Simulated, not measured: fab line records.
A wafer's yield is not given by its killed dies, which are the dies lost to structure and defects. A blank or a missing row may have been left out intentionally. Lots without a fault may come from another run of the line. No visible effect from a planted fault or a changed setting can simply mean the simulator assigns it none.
Which tool did it?	flow berkeley_cmos170	39 wafers from 13 lots sampled at 5 of the route's 331 steps

== WHAT THE GAUGES READ, wafer by wafer ==
UCB170_SCREENOX_THK_MEAS_02.
lot	measured	on	SCREENOX_OXIDE_THK (nm)
L801	day 4 22:05	film_metro-02	14.48 14.61 14.61
L802	day 5 08:21	film_metro-04	15.22 15.29 15.17
L805	day 6 00:05	film_metro-03	14.76 14.98 14.92
L807	day 6 07:40	film_metro-02	14.99 14.88 14.99
L806	day 6 07:40	film_metro-04	14.88 15.00 14.66
L808	day 6 17:11	film_metro-04	14.81 15.04 14.75
L811	day 7 15:32	film_metro-04	14.33 14.24 14.24
L815	day 8 05:21	film_metro-03	14.84 14.99 15.06
L820	day 9 10:23	film_metro-02	14.71 15.15 15.03
L821	day 9 10:23	film_metro-03	14.90 14.67 14.77
L822	day 9 10:26	film_metro-04	14.18 14.06 14.21
L819	day 9 10:28	film_metro-02	14.60 14.66 14.61
L824	day 10 02:00	film_metro-04	14.77 14.73 14.77

UCB170_GATE_THK_MEAS_05.
lot	measured	on	GATE_POLY_THK (nm)
L801	day 5 15:14	film_metro-03	218.3 216.0 217.2
L802	day 6 03:26	film_metro-03	211.5 212.2 210.2
L805	day 6 16:58	film_metro-02	216.0 215.5 214.5
L807	day 7 05:07	film_metro-02	210.4 211.1 209.1
L806	day 7 05:08	film_metro-03	212.0 213.1 213.8
L808	day 7 08:53	film_metro-02	213.0 212.7 211.3
L811	day 8 13:05	film_metro-02	211.5 212.2 212.5
L815	day 9 04:38	film_metro-03	191.0 192.4 189.9
L820	day 10 03:33	film_metro-02	213.0 213.1 212.4
L821	day 10 03:29	film_metro-02	211.2 209.0 210.9
L822	day 10 03:32	film_metro-03	213.0 213.4 212.4
L819	day 10 03:31	film_metro-01	213.3 213.5 211.7
L824	day 10 20:23	film_metro-02	216.4 214.6 216.5

UCB170_CONTACT_CD_MEAS_15 targets a cd of 700 nm.
lot	measured	on	cd_nm (nm)
L801	day 6 13:49	cd_sem-02	698.5 699.7 698.9
L802	day 7 00:52	cd_sem-01	702.5 702.3 701.5
L805	day 7 16:08	cd_sem-01	699.4 699.1 699.8
L807	day 7 23:02	cd_sem-01	699.8 698.7 699.5
L806	day 8 03:05	cd_sem-01	701.9 700.6 700.0
L808	day 8 03:40	cd_sem-02	702.1 701.9 701.3
L811	day 9 11:17	cd_sem-02	700.3 699.4 699.7
L815	day 10 01:34	cd_sem-02	701.2 700.3 701.2
L820	day 11 06:31	cd_sem-02	699.1 699.7 699.3
L821	day 11 06:17	cd_sem-01	701.2 702.7 701.3
L822	day 11 06:49	cd_sem-02	700.5 701.7 700.2
L819	day 11 06:03	cd_sem-02	698.9 697.2 699.1
L824	day 11 22:27	cd_sem-02	698.7 699.5 698.5

== WHAT TOOL EACH LOT RAN ON (gives the tool, then ch and the chambers of the sampled wafers, and finally the start) ==
lot	UCB170_GATE_CVD_04	UCB170_GATE_ETCH_15
L801	lpcvd-02 ch 1, day 5 13:49	rie_si-01 ch 0,1, day 5 17:09
L802	lpcvd-02 ch 0, day 6 02:02	rie_si-02 ch 0,1,2, day 6 04:32
L805	lpcvd-01 ch 0, day 6 15:33	rie_si-01 ch 0,3, day 6 18:52
L807	lpcvd-01 ch 0, day 7 03:43	rie_si-02 ch 0,1,3, day 7 06:23
L806	lpcvd-01 ch 0, day 7 03:43	rie_si-01 ch 0,1,2, day 7 06:30
L808	lpcvd-02 ch 1, day 7 07:28	rie_si-01 ch 1,2,3, day 7 10:13
L811	lpcvd-02 ch 1, day 8 11:40	rie_si-02 ch 0,1,2, day 8 14:25
L815	lpcvd-01 ch 1, day 9 03:13	rie_si-02 ch 0,3, day 9 06:06
L820	lpcvd-02 ch 0, day 10 02:05	rie_si-01 ch 0,1,3, day 10 06:14
L821	lpcvd-02 ch 0, day 10 02:05	rie_si-01 ch 0,1,3, day 10 05:58
L822	lpcvd-02 ch 0, day 10 02:05	rie_si-02 ch 0,1,2, day 10 06:22
L819	lpcvd-02 ch 0, day 10 02:05	rie_si-02 ch 0,1,2, day 10 06:07
L824	lpcvd-02 ch 0, day 10 18:58	rie_si-01 ch 1,2,3, day 10 22:00
- UCB170_GATE_CVD_04: deposits poly-Si from SiH4, time 1440 s, target thk 214 nm.
- UCB170_GATE_ETCH_15: etches poly-Si in HBr/Cl2, stops on SiO2, time 56.3 s, target depth 278.2 nm.

== WHAT THE TOOLS THEMSELVES READ (means of the sampled wafers that have a number; where no wafer has one, the mark that the record gives instead) ==
UCB170_GATE_CVD_04.
lot	tool	pressure_mtorr (mTorr)
L801	lpcvd-02	373.9
L802	lpcvd-02	374.7
L805	lpcvd-01	374.8
L807	lpcvd-01	374.6
L806	lpcvd-01	376.2
L808	lpcvd-02	374.4
L811	lpcvd-02	375.7
L815	lpcvd-01	300.3
L820	lpcvd-02	374.1
L821	lpcvd-02	374.7
L822	lpcvd-02	375.0
L819	lpcvd-02	375.0
L824	lpcvd-02	375.0

UCB170_GATE_ETCH_15.
lot	tool	drypump_motor_current_A (A)	oes_product_au (a.u.)	throttle_valve_pct (%)
L801	rie_si-01	5.8	0.861	26.59
L802	rie_si-02	5.7	0.812	26.55
L805	rie_si-01	5.7	0.844	26.52
L807	rie_si-02	5.8	0.813	26.43
L806	rie_si-01	5.4	0.840	26.53
L808	rie_si-01	5.8	0.831	26.48
L811	rie_si-02	5.7	0.810	26.56
L815	rie_si-02	6.0	0.762	26.44
L820	rie_si-01	5.9	0.839	26.54
L821	rie_si-01	5.9	0.830	26.53
L822	rie_si-02	5.7	0.813	26.56
L819	rie_si-02	5.7	0.816	26.56
L824	rie_si-01	5.8	0.834	26.47

== THE ANSWER, worked out from the rows above alone ==
Rule: the usual values come from the lots themselves. The widest of any qualifying gaps counts: lots, ordered by their means at a reading, are off when they make up no more than a third of the lots, leave a main group of 4 or more, and stand apart from it by 3 or more times the standard deviation of that group's means. Not used: any main group whose means are identical at the precision the tables above print for the reading. A lot without any number at a reading at which 4 lots or more have one is off too. All remaining lots with rows at the step are treated as sound. Order of review: gauges by route order, followed by the tools' own readings, for which a lot's mean as printed above is used. The first step at which some lot is off is used, and at that step the reading that is off furthest; a lot without a number counts as furthest.
Off: L815, seen at UCB170_GATE_THK_MEAS_05 (GATE_POLY_THK). Main group: mean 213.0 nm, sd 2.
If a tool, at a process step before that reading, ran all the lots that are off and no sound lot after the first of them, it fits. Not tried: the gauges at UCB170_GATE_THK_MEAS_05; whatever is off there is also off at UCB170_GATE_CVD_04, on other tools, and gauge error can't account for it. One fits: UCB170_GATE_CVD_04 on lpcvd-01. Its last sound lot is L806 (day 7 03:43), its first lot that is off L815 (day 9 03:13): a fault that began between those two fits.
The tool's own readings at UCB170_GATE_CVD_04 bear it out: on the lots that are off they differ by more than 5 times the standard deviation of the sound lots' means. pressure_mtorr reads 300.3 mTorr there against 374.8 mTorr on the sound lots.

== WHAT THE SIMULATOR HAD INSERTED ==
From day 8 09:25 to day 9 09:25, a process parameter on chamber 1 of lpcvd-01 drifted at UCB170_GATE_CVD_04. Setting pressure_mtorr, moved by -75, from 375. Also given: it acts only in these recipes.
Lots struck among those shown: L815. The rule above reached the same finding.
